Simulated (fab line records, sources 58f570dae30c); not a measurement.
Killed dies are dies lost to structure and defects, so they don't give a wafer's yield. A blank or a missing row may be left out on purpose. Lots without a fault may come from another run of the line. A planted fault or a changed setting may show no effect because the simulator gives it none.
Split-lot experiment | flow berkeley_cmos170 | 5 lots, 27 wafers read, on a route of 331 steps

THE SPLIT
At UCB170_ZERO_ETCH_06 (etches SiO2 in CHF3/CF4/Ar, time 12 s), the setting target_depth_a was moved away from the recipe's 516 angstrom on 9 of the 27 wafers read, by -42.6% to +40.7%. The other wafers ran this setting at the recipe's value.

The reading is taken at the split's own step.

THE READING
oes_product_au, in a.u., at UCB170_ZERO_ETCH_06 (etches SiO2 in CHF3/CF4/Ar, time 12 s). Fault-free wafers of this fab line usually give 0.619 a.u., standard deviation 0.01 a.u..

wafer  | tool, chamber at the split | target_depth_a as run, angstrom | against the recipe | oes_product_au, a.u. | against lot-mates on the recipe
L076.1 | rie_diel-02, 1             | 516                             | recipe             | 0.625                | -
L076.2 | rie_diel-02, 0             | 726                             | +40.7%             | 0.553                | -0.070
L076.3 | rie_diel-02, 3             | 726                             | +40.7%             | 0.542                | -0.081
L076.4 | rie_diel-02, 2             | 516                             | recipe             | 0.621                | -
L076.5 | rie_diel-02, 1             | 726                             | +40.7%             | 0.556                | -0.067
L076.6 | rie_diel-02, 0             | 516                             | recipe             | 0.624                | -
L078.1 | rie_diel-03, 0             | 296.2                           | -42.6%             | 0.829                | +0.207
L078.2 | rie_diel-03, 1             | 516                             | recipe             | 0.632                | -
L078.3 | rie_diel-03, 3             | 516                             | recipe             | 0.614                | -
L078.4 | rie_diel-03, 2             | 296.2                           | -42.6%             | 0.797                | +0.175
L078.5 | rie_diel-03, 1             | 296.2                           | -42.6%             | 0.814                | +0.192
L078.6 | rie_diel-03, 2             | 516                             | recipe             | 0.619                | -
L081.2 | rie_diel-02, 0             | 516                             | recipe             | 0.639                | -
L081.5 | rie_diel-02, 3             | 516                             | recipe             | 0.606                | -
L081.6 | rie_diel-02, 0             | 516                             | recipe             | 0.623                | -
L082.1 | rie_diel-03, 1             | 516                             | recipe             | 0.633                | -
L082.2 | rie_diel-03, 3             | 516                             | recipe             | 0.613                | -
L082.3 | rie_diel-03, 0             | 516                             | recipe             | 0.633                | -
L082.4 | rie_diel-03, 2             | 516                             | recipe             | 0.621                | -
L082.5 | rie_diel-03, 1             | 516                             | recipe             | 0.632                | -
L082.6 | rie_diel-03, 2             | 516                             | recipe             | 0.620                | -
L084.1 | rie_diel-03, 3             | 516                             | recipe             | 0.616                | -
L084.2 | rie_diel-03, 0             | 516                             | recipe             | 0.632                | -
L084.3 | rie_diel-03, 1             | 429                             | -16.9%             | 0.680                | +0.057
L084.4 | rie_diel-03, 2             | 429                             | -16.9%             | 0.667                | +0.044
L084.5 | rie_diel-03, 2             | 516                             | recipe             | 0.621                | -
L084.6 | rie_diel-03, 1             | 429                             | -16.9%             | 0.684                | +0.061

THE FIT
A straight line over all 27 wafers: oes_product_au changes by -0.00312 a.u. for each +1% of target_depth_a; r = -0.93; the points scatter about the line by 0.026 a.u..
The same after taking each lot's own level away (the mean of its wafers on the recipe; 27 wafers): -0.00314 a.u. for each +1%; r = -0.93; scatter 0.026 a.u..
On that fit, the largest move of target_depth_a shifts the reading by 0.13 a.u..
The lots' own levels span 0.6217 to 0.6253 a.u., that is 0.4 times the standard deviation above.
So the lot-to-lot level changes the slope little: the two slopes agree.
Check: with one of the wafers moved furthest among these (-42.6%) left out of the fit, the line predicts +0.133 a.u. for it against its lot-mates. It came out at +0.207 a.u. against them.
Tool readings at the split's step, against how far the setting was moved: oes_product_au r = -0.93.

THE FILE'S OWN FIT
oes_product_au changes by -0.00321 a.u. for each +1% of target_depth_a, r = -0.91.
